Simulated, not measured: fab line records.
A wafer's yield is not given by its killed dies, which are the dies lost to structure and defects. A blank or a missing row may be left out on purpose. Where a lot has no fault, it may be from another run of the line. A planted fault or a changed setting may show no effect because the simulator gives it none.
Split-lot study + flow berkeley-cmos170 + route with 331 steps; 5 lots, 23 wafers read

## SPLIT DETAILS
At UCB170_BACKSIDE_COAT_01 (resist thk 900 nm), the setting resist-thk-nm was moved away from the recipe's 900 nm on 11 of the 23 wafers read, by -3.1% to +4.7%. All remaining wafers had this setting at the recipe value.

The reading is taken at the split's own step.

## THE READING
KrF_of_BACKSIDE_COAT_01.thk-nm (the simulator's own value, which no gauge read), in nm, at UCB170_BACKSIDE_COAT_01 (resist thk 900 nm). The file gives no usual value for it. Across the 12 wafers here that went through the recipe, the average is 902.2 nm and the standard deviation 2.3 nm.

| wafer  | tool, chamber at the split | resist-thk-nm as run, nm | against the recipe | KrF_of_BACKSIDE_COAT_01.thk-nm, nm | against lot-mates on the recipe |
|--------|----------------------------|--------------------------|--------------------|------------------------------------|---------------------------------|
| L077.1 | litho-track-02, 0          | 900                      | recipe             | 901.9                              | -                               |
| L077.2 | litho-track-02, 0          | 871.8                    | -3.1%              | 875                                | -27.3                           |
| L077.4 | litho-track-02, 0          | 900                      | recipe             | 902.8                              | -                               |
| L077.5 | litho-track-02, 0          | 871.8                    | -3.1%              | 873.6                              | -28.7                           |
| L077.6 | litho-track-02, 0          | 871.8                    | -3.1%              | 871.5                              | -30.8                           |
| L079.1 | litho-track-03, 0          | 900                      | recipe             | 905.2                              | -                               |
| L079.3 | litho-track-03, 0          | 878.7                    | -2.4%              | 884.2                              | -21.4                           |
| L079.4 | litho-track-03, 0          | 878.7                    | -2.4%              | 883.8                              | -21.8                           |
| L079.5 | litho-track-03, 0          | 900                      | recipe             | 907.4                              | -                               |
| L079.6 | litho-track-03, 0          | 900                      | recipe             | 904.1                              | -                               |
| L078.1 | litho-track-04, 0          | 934.2                    | +3.8%              | 935.1                              | +34.9                           |
| L078.2 | litho-track-04, 0          | 934.2                    | +3.8%              | 933.4                              | +33.1                           |
| L078.4 | litho-track-04, 0          | 900                      | recipe             | 901.2                              | -                               |
| L078.5 | litho-track-04, 0          | 934.2                    | +3.8%              | 934.2                              | +34.0                           |
| L078.6 | litho-track-04, 0          | 900                      | recipe             | 899.3                              | -                               |
| L081.1 | litho-track-02, 0          | 900                      | recipe             | 901.2                              | -                               |
| L081.2 | litho-track-02, 0          | 942.1                    | +4.7%              | 945.1                              | +43.9                           |
| L081.3 | litho-track-02, 0          | 942.1                    | +4.7%              | 943.9                              | +42.7                           |
| L081.4 | litho-track-02, 0          | 942.1                    | +4.7%              | 941.7                              | +40.5                           |
| L081.5 | litho-track-02, 0          | 900                      | recipe             | 901.1                              | -                               |
| L085.3 | litho-track-04, 0          | 900                      | recipe             | 901.9                              | -                               |
| L085.5 | litho-track-04, 0          | 900                      | recipe             | 900.9                              | -                               |
| L085.6 | litho-track-04, 0          | 900                      | recipe             | 899.1                              | -                               |

FIT RESULTS
A straight line over all 23 wafers: KrF_of_BACKSIDE_COAT_01.thk-nm changes by +8.71 nm for each +1% of resist-thk-nm; r = +1.00; the points scatter about the line by 2.2 nm.
The same after taking each lot's own level away (the mean of its wafers on the recipe; 23 wafers): +9.08 nm for each +1%; r = +1.00; scatter 1.1 nm.
That fit puts the effect of the largest move of resist-thk-nm on the reading at 42 nm.
The span of the lots' own levels, 900.25 to 905.57 nm, comes to 2.3 times the standard deviation stated above.
Hence the lot-to-lot level has little effect on the slope; both slopes agree.
Check: with one of the wafers moved furthest among these (+4.7%) left out of the fit, the line predicts +42 nm for it against its lot-mates. Against them it came out at +43.9 nm.

## OTHER SPLITS ON THESE WAFERS
Other splits were also applied to these wafers ahead of the reading. Each is held against what the fit with the lots' levels taken away leaves over:
| other split on the same wafers      | wafers away from the commonest value | r with KrF_of_BACKSIDE_COAT_01.thk-nm (lot level and that fit taken away) |
|-------------------------------------|--------------------------------------|---------------------------------------------------------------------------|
| UCB170_NWELL_IMPLANT_14 energy-kev  | 7                                    | -0.20                                                                     |
| UCB170_ACTIVE_OXIDATION_02 temp-c   | 18                                   | -0.03                                                                     |
| UCB170_ACTIVE_EXPOSE_10 dose-mj     | 11                                   | +0.25                                                                     |
| UCB170_FIELD_OXIDATION_01 ox-time-s | 18                                   | +0.02                                                                     |
| UCB170_SACOX_OXIDATION_01 ox-time-s | 15                                   | +0.02                                                                     |
| UCB170_PLDD_EXPOSE_03 dose-mj       | 8                                    | -0.35                                                                     |
| UCB170_NLDD_IMPLANT_09 dose-cm2     | 9                                    | +0.14                                                                     |
| UCB170_NSD_PEB_04 peb-temp-c        | 7                                    | -0.04                                                                     |

## THE WHOLE CHAIN: every reading that the file lists as answering this split, in the file's order
| step                     | what it does      | reading                                                                         | change (the file's fit)              | r (the file's) |
|--------------------------|-------------------|---------------------------------------------------------------------------------|--------------------------------------|----------------|
| UCB170_BACKSIDE_COAT_01  | resist thk 900 nm | KrF_of_BACKSIDE_COAT_01.thk-nm (the simulator's own value, which no gauge read) | +9.08 nm for each +1% of the setting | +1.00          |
| UCB170_BACKSIDE_STRIP_03 | strips in O2      | strip-time-to-endpoint-s                                                        | withheld for each +1% of the setting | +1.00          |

## FILE'S OWN FIT
KrF_of_BACKSIDE_COAT_01.thk-nm changes by +9.08 nm for each +1% of resist-thk-nm, r = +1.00.
